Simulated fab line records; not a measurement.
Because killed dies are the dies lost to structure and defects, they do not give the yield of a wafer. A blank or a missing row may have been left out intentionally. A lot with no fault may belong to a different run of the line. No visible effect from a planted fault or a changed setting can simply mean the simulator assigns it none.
Comparing a struck lot with a sound one + flow ritCmos + 43 steps out of a route of 202
Sound: these wafers, L416.2, L416.3, L416.5. Wafers L420.2, L420.4, L420.6 were the ones struck. The cause comes at the end.
At each step with rows: each side's tool, then ch and its chambers, then its first start. Under that, the readings that differ: sound wafers + struck wafers + difference of the means + sigmas: that difference in standard deviations of wafers without a fault.
alike: same words and numbers on both sides, and readings whose means sit less than 2 such deviations apart. not compared: any withheld reading, any reading some wafer has no value for, any bound like >300 that may hide the same value, and any number with overlapping values for which the record gives no deviation.
A row with sigmas, a row that says differs or no value, or rows on one side alone: a step with any of these is where the two part. Non-overlapping numbers with no deviation appear without sigmas and do not part them. A reading missing from all wafers of one side parts the sides only when that side holds two or more wafers.

first, 1 step without rows for these wafers: RIT_ACTIVE_DEVELOP_10 (develop time 50 s).
RIT_ACTIVE_CD_MEAS_11 targets a cd of 1400 nm.
  sound on cdSem-01 at day 3 01:35; struck on cdSem-01 at day 3 21:35
  alike: cdNm
then, 1 step without rows for these wafers: RIT_ACTIVE_HARDBAKE_12 (time 60 s).
RIT_ACTIVE_ETCH_13: etches Si3N4 in SF6, stops on SiO2, time 210 s, target depth 210 nm.
  sound on rieDiel-02 ch 1,3, day 3 01:50; struck on rieDiel-03 ch 1,2,3, day 3 21:50
  alike: drypumpMotorCurrentA, oesProductAu, throttleValvePct
  not compared: rfHoursCounterH
RIT_ACTIVE_STRIP_14: strips in O2, time 180 s.
  sound on plasmaAsher-03 ch 0,1, day 3 01:58; struck on plasmaAsher-02 ch 0,1, day 3 21:58
  alike: drypumpMotorCurrentA
  not compared: rfHoursCounterH
RIT_ACTIVE_CD_MEAS_90 targets a cd of 1400 nm.
  sound on cdSem-02 at day 3 02:10; struck on cdSem-01 at day 3 22:10
  alike: cdNm
then, 4 steps without rows for these wafers: RIT_ACTIVE_CLEAN_15 (cleans in SC1, time 600 s); RIT_ACTIVE_CLEAN_16 (cleans in dHF, time 30 s); RIT_ACTIVE_CLEAN_17 (cleans in SC2, time 600 s); RIT_FOX1_OXIDATION_00 (target thk 350.7 nm, ox time 1130 s).
RIT_FOX1_THK_MEAS_01:
  sound on filmMetro-02 at day 3 03:58; struck on filmMetro-03 at day 4 00:07
  alike: FOX1_OXIDE_THK
then, 1 step without rows for these wafers: RIT_FOX1_WET_ETCH_02 (etches SiO2 in BOE, target depth 350 nm, time 390 s).
RIT_FOX2_OXIDATION_00: target thk 350.7 nm, ox time 1130 s.
  sound on furnace-04 ch 0, day 3 04:08; struck on furnace-03 ch 0, day 4 00:17
| reading                | sound          | struck         | difference | sigmas |
|------------------------|----------------|----------------|------------|--------|
| zonePowerSourcePct (%) | 35.7 35.1 35.4 | 41.2 41.7 41.6 | +6.1       | +2     |
RIT_FOX2_THK_MEAS_01:
  sound on filmMetro-01 at day 3 05:28; struck on filmMetro-03 at day 4 01:37
  alike: FOX2_OXIDE_THK
then, 2 steps without rows for these wafers: RIT_FOX2_CLEAN_02 (cleans in dHF, time 180 s); RIT_FOX2_WET_ETCH_03 (etches Si3N4 in H3PO4, target depth 195 nm, time 2700 s).
RIT_FOX2_THK_MEAS_90:
  sound on filmMetro-01 at day 3 06:20; struck on filmMetro-03 at day 4 02:29
  alike: FIELD_OXIDE_LEFT_1_THK
then, 6 steps without rows for these wafers: RIT_NWELL_HMDS_00 (prime time 60 s); RIT_NWELL_COAT_01 (resist thk 1300 nm); RIT_NWELL_SOFTBAKE_02 (time 60 s); RIT_NWELL_EXPOSE_03 (exposes mask M2, target cd 43900 nm); RIT_NWELL_PEB_04; RIT_NWELL_DEVELOP_05 (develop time 68 s).
RIT_NWELL_OVL_MEAS_06:
  sound on overlay-02 at day 3 07:16; struck on overlay-01 at day 4 03:33
  alike: NWELL_OVL
then, 2 steps without rows for these wafers: RIT_NWELL_HARDBAKE_07 (time 120 s); RIT_NWELL_IMPLANT_08.
RIT_NWELL_STRIP_09: strips in O2, time 180 s.
  sound on plasmaAsher-04 ch 0,1, day 3 07:42; struck on plasmaAsher-02 ch 0,1, day 4 03:59
  alike: drypumpMotorCurrentA
  not compared: rfHoursCounterH
RIT_NWELL_TW_MEAS_10:
  sound on filmMetro-04 at day 3 07:53; struck on filmMetro-04 at day 4 04:10
  alike: NWELL_TW
then, 6 steps without rows for these wafers: RIT_PWELL_HMDS_00 (prime time 60 s); RIT_PWELL_COAT_01 (resist thk 1300 nm); RIT_PWELL_SOFTBAKE_02 (time 60 s); RIT_PWELL_EXPOSE_03 (exposes mask M3, target cd 43700 nm); RIT_PWELL_PEB_04; RIT_PWELL_DEVELOP_05 (develop time 68 s).
RIT_PWELL_OVL_MEAS_06:
  sound on overlay-01 at day 3 08:50; struck on overlay-02 at day 4 05:19
  alike: PWELL_OVL
then, 2 steps without rows for these wafers: RIT_PWELL_HARDBAKE_07 (time 120 s); RIT_PWELL_IMPLANT_08.
RIT_PWELL_STRIP_09: strips in O2, time 180 s.
  sound on plasmaAsher-01 ch 1, day 3 09:16; struck on plasmaAsher-04 ch 0,1, day 4 05:46
  alike: drypumpMotorCurrentA
  not compared: rfHoursCounterH
RIT_PWELL_TW_MEAS_10:
  sound on filmMetro-04 at day 3 09:26; struck on filmMetro-01 at day 4 05:57
  alike: PWELL_TW
then, 1 step without rows for these wafers: RIT_WELLDRIVE_ANNEAL_00 (time 14700 s).
RIT_WELLDRIVE_RS_MEAS_01: a four-point-probe measurement.
  sound on filmMetro-01 at day 3 15:18; struck on filmMetro-03 at day 4 11:06
| reading           | sound             | struck            | difference | sigmas |
|-------------------|-------------------|-------------------|------------|--------|
| NWELL_RS (ohm/sq) | 275.8 275.7 276.9 | 274.3 274.5 273.9 | -1.9       | -3     |
RIT_WELLDRIVE_RS_MEAS_02: a four-point-probe measurement.
  sound on filmMetro-01 at day 3 15:25; struck on filmMetro-03 at day 4 11:13
  alike: PWELL_RS
RIT_M1_PROBE_99:
  sound on prober-02 at day 4 20:34; struck on prober-02 at day 5 17:35
| reading                                      | sound                | struck               | difference | sigmas |
|----------------------------------------------|----------------------|----------------------|------------|--------|
| model.etest.pmos_0p15.gateLog10ACm2          | -6.926 -6.895 -6.961 | -2.562 -2.449 -2.602 | +4.390     |        |
| model.etest.nmos_0p15.gateLog10ACm2          | -5.884 -5.91 -5.716  | -2.097 -1.827 -2.019 | +3.856     |        |
| model.etest.gateToDiffusionComb.leakLog10AUm | -12.49 -12.77 -12.44 | -9.112 -8.785 -8.995 | +3.603     |        |
| model.etest.diodeNwellSub.leakLog10ACm2      | -7.618 -7.311 -7.492 | -5.663 -5.802 -5.901 | +1.685     |        |
| model.etest.nmos_0p15.gateBvV (V)            | 4.919 4.907 4.922    | 3.382 3.292 3.37     | -1.568     |        |
| model.etest.pmos_0p15.gateBvV (V)            | 4.821 4.835 4.842    | 3.252 3.196 3.249    | -1.600     |        |
| model.etest.pmos_0p15.bvV (V)                | 5.769 5.789 5.785    | 4.423 4.372 4.421    | -1.376     |        |
| model.etest.pmos_0p3.bvV (V)                 | 5.769 5.787 5.783    | 4.423 4.372 4.421    | -1.374     |        |
  alike: killedAtContacts, killedAtFrontEnd, killedDies, killedOpen, killedShort

== WHERE THEY PART ==
First at RIT_FOX2_OXIDATION_00; last, within this record, at RIT_WELLDRIVE_RS_MEAS_01. Later steps at which nothing parts them and some readings are alike: RIT_WELLDRIVE_RS_MEAS_02, RIT_M1_PROBE_99.

WHY: whatever the simulator had introduced
Metallic contamination source: furnace-03, from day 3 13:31 on, at RIT_FOX2_OXIDATION_00. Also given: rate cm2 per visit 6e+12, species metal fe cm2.
